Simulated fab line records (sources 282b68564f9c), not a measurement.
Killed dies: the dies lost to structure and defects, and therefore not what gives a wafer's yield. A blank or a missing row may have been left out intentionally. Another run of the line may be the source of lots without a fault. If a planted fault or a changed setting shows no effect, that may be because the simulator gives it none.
A lot that was struck, set against a sound lot :: flow rit-cmos :: 43 out of 202 route steps
Sound: the wafers L438.1, L438.3, L438.5. Wafers struck: L450.2, L450.4, L450.5. The cause is given at the end.
Order at every step that has rows: each side's tool, ch and its chambers, its first start. Under that, the readings that differ: sound wafers :: struck wafers :: difference of the means :: sigmas: that difference in standard deviations of wafers without a fault.
alike: readings with means less than 2 such deviations apart, plus words and numbers identical on both sides. not compared: withheld readings, readings lacking a value on some wafer, bounds such as >300 that could conceal the same value, and numbers that have no deviation in the record and whose values overlap.
A row with sigmas, a row that says differs or no value, or rows on one side alone: a step with any of these is where the two part. Numbers that have no deviation but don't overlap get no sigmas and don't part them. A reading that every wafer of one side lacks parts them only if that side has two wafers or more.

first, 2 steps without rows for these wafers: RIT_NLDD_HARDBAKE_07 (time 60 s); RIT_NLDD_IMPLANT_08.
RIT_NLDD_STRIP_09: strips in O2, time 180 s.
  sound on plasma-asher-03 ch 0,1, day 2 23:57; struck on plasma-asher-01 ch 0, day 5 09:57
  alike: drypump-motor-current-A, o2-flow-sccm
  not compared: rf-hours-counter-h
RIT_NLDD_TW_MEAS_10:
  sound on film-metro-02, day 3 00:08; struck on film-metro-02, day 5 10:08
  alike: NLDD_TW
then, 6 steps without rows for these wafers: RIT_PLDD_HMDS_00 (prime time 60 s); RIT_PLDD_COAT_01 (resist thk 1000 nm); RIT_PLDD_SOFTBAKE_02 (time 60 s); RIT_PLDD_EXPOSE_03 (exposes mask M8, target cd 40900 nm); RIT_PLDD_PEB_04; RIT_PLDD_DEVELOP_05 (develop time 50 s).
RIT_PLDD_OVL_MEAS_06:
  sound on overlay-01, day 3 01:10; struck on overlay-01, day 5 11:10
  alike: PLDD_OVL
then, 1 step without rows for these wafers: RIT_PLDD_HARDBAKE_07 (time 60 s).
RIT_PLDD_IMPLANT_08:
  sound on implanter-02 ch 0, day 3 01:21; struck on implanter-01 ch 0, day 5 11:23
RIT_PLDD_STRIP_09: strips in O2, time 180 s.
  sound on plasma-asher-02 ch 0,1, day 3 01:30; struck on plasma-asher-03 ch 0,1, day 5 11:30
  alike: drypump-motor-current-A, o2-flow-sccm
  not compared: rf-hours-counter-h
RIT_PLDD_TW_MEAS_10:
  sound on film-metro-02, day 3 01:40; struck on film-metro-04, day 5 11:41
  alike: PLDD_TW
then, 4 steps without rows for these wafers: RIT_SPACER_CLEAN_00 (cleans in SC1, time 600 s); RIT_SPACER_CLEAN_01 (cleans in dHF, time 30 s); RIT_SPACER_CLEAN_02 (cleans in SC2, time 600 s); RIT_SPACER_CVD_03 (deposits Si3N4 from SiH2Cl2/NH3, target thk 250 nm, time 3300 s).
RIT_SPACER_THK_MEAS_04:
  sound on film-metro-01, day 3 05:25; struck on film-metro-01, day 5 14:02
  alike: SPACER_NITRIDE_THK
RIT_SPACER_ETCHBACK_05: etches Si3N4 in SF6/CHF3, stops on SiO2, target depth 250 nm, time 240 s.
  sound on rie-diel-02 ch 0,1, day 3 05:28; struck on rie-diel-02 ch 1,2,3, day 5 14:05
  alike: drypump-motor-current-A, oes-product-au, throttle-valve-pct
  not compared: rf-hours-counter-h
then, 6 steps without rows for these wafers: RIT_NSD_HMDS_00 (prime time 60 s); RIT_NSD_COAT_01 (resist thk 1000 nm); RIT_NSD_SOFTBAKE_02 (time 60 s); RIT_NSD_EXPOSE_03 (exposes mask M9, target cd 40700 nm); RIT_NSD_PEB_04; RIT_NSD_DEVELOP_05 (develop time 50 s).
RIT_NSD_OVL_MEAS_06:
  sound on overlay-01, day 3 06:36; struck on overlay-01, day 5 15:05
  alike: NSD_OVL
then, 2 steps without rows for these wafers: RIT_NSD_HARDBAKE_07 (time 60 s); RIT_NSD_IMPLANT_08.
RIT_NSD_STRIP_09: strips in O2, time 180 s.
  sound on plasma-asher-04 ch 0,1, day 3 06:56; struck on plasma-asher-04 ch 0,1, day 5 15:32
  alike: drypump-motor-current-A, o2-flow-sccm
  not compared: rf-hours-counter-h
RIT_NSD_TW_MEAS_10:
  sound on film-metro-04, day 3 07:07; struck on film-metro-02, day 5 15:43
  alike: NSD_TW
then, 6 steps without rows for these wafers: RIT_PSD_HMDS_00 (prime time 60 s); RIT_PSD_COAT_01 (resist thk 1000 nm); RIT_PSD_SOFTBAKE_02 (time 60 s); RIT_PSD_EXPOSE_03 (exposes mask M10, target cd 40900 nm); RIT_PSD_PEB_04; RIT_PSD_DEVELOP_05 (develop time 50 s).
RIT_PSD_OVL_MEAS_06:
  sound on overlay-02, day 3 08:01; struck on overlay-02, day 5 16:44
  alike: PSD_OVL
then, 2 steps without rows for these wafers: RIT_PSD_HARDBAKE_07 (time 60 s); RIT_PSD_IMPLANT_08.
RIT_PSD_STRIP_09: strips in O2, time 180 s.
  sound on plasma-asher-03 ch 0,1, day 3 08:21; struck on plasma-asher-03 ch 0,1, day 5 17:04
  alike: drypump-motor-current-A, o2-flow-sccm
  not compared: rf-hours-counter-h
RIT_M1_PROBE_99:
  sound on prober-02, day 3 17:26; struck on prober-01, day 6 01:22
reading: model.etest.diode-nwell-sub.leak-log10-a-cm2
sound: -7.536 -7.719 -7.423
struck: -7.142 -6.455 -7.081
difference: +0.667
sigmas: 
  alike: killed-at-front-end, killed-dies, killed-open, killed-short

## WHERE THEY PART
Nowhere in this record.

WHY: whatever the simulator had introduced
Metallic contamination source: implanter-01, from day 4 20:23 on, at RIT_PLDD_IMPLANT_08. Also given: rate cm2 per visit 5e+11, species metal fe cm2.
